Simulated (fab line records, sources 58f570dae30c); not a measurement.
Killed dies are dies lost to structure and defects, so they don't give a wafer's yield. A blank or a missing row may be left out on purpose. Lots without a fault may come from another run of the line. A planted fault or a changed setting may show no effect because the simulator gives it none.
Which tool did it? | flow berkeley_cmos170 | 7 lots, 21 wafers sampled, at 2 steps of a route of 331

WHAT THE GAUGES READ, wafer by wafer
UCB170_NLDD_TW_MEAS_11.
lot  | measured     | on            | NLDD_TW
L855 | day 7 17:40  | film_metro-01 | 2233 2217 2226
L858 | day 8 09:49  | film_metro-04 | 2200 2202 2198
L860 | day 8 17:32  | film_metro-04 | 2209 2213 2212
L865 | day 10 00:11 | film_metro-01 | 2217 2234 2237
L866 | day 10 03:44 | film_metro-01 | 2228 2220 2226
L873 | day 11 05:16 | film_metro-02 | 2236 2222 2222
L876 | day 11 11:43 | film_metro-04 | 2264 2265 2267

WHICH TOOL RAN EACH LOT (tool, then ch and the chambers of the sampled wafers, then the start)
lot  | UCB170_NLDD_IMPLANT_08
L855 | implanter-03 ch 0, day 7 17:17
L858 | implanter-03 ch 0, day 8 09:25
L860 | implanter-02 ch 0, day 8 17:08
L865 | implanter-03 ch 0, day 9 23:47
L866 | implanter-03 ch 0, day 10 03:20
L873 | implanter-04 ch 0, day 11 04:52
L876 | implanter-03 ch 0, day 11 11:20
- UCB170_NLDD_IMPLANT_08

THE ANSWER, worked out from the rows above alone
Rule: what is usual is taken from the lots themselves. Put in order of their means at a reading, lots are off if they are a third of the lots or fewer, leave a main group of 4 or more, and stand apart from it by a gap of 3 or more times the standard deviation of the main group's means; of several such gaps the widest counts. A main group whose means are all the same, to the digits that the tables above print for the reading, isn't used. A lot without any number at a reading at which 4 lots or more have one is off too. The other lots that the step has rows for count as sound.
Off: L876, at UCB170_NLDD_TW_MEAS_11 (NLDD_TW). The main group: mean 2220, standard deviation 10.
A tool fits if, at a process step before that reading, it ran every lot that is off, and no sound lot after the first of them. The gauges at UCB170_NLDD_TW_MEAS_11 are tried like those tools. Can't be told from this: 2 tools fit, implanter-03 at UCB170_NLDD_IMPLANT_08, film_metro-04 at UCB170_NLDD_TW_MEAS_11.

WHAT THE SIMULATOR HAD PUT IN
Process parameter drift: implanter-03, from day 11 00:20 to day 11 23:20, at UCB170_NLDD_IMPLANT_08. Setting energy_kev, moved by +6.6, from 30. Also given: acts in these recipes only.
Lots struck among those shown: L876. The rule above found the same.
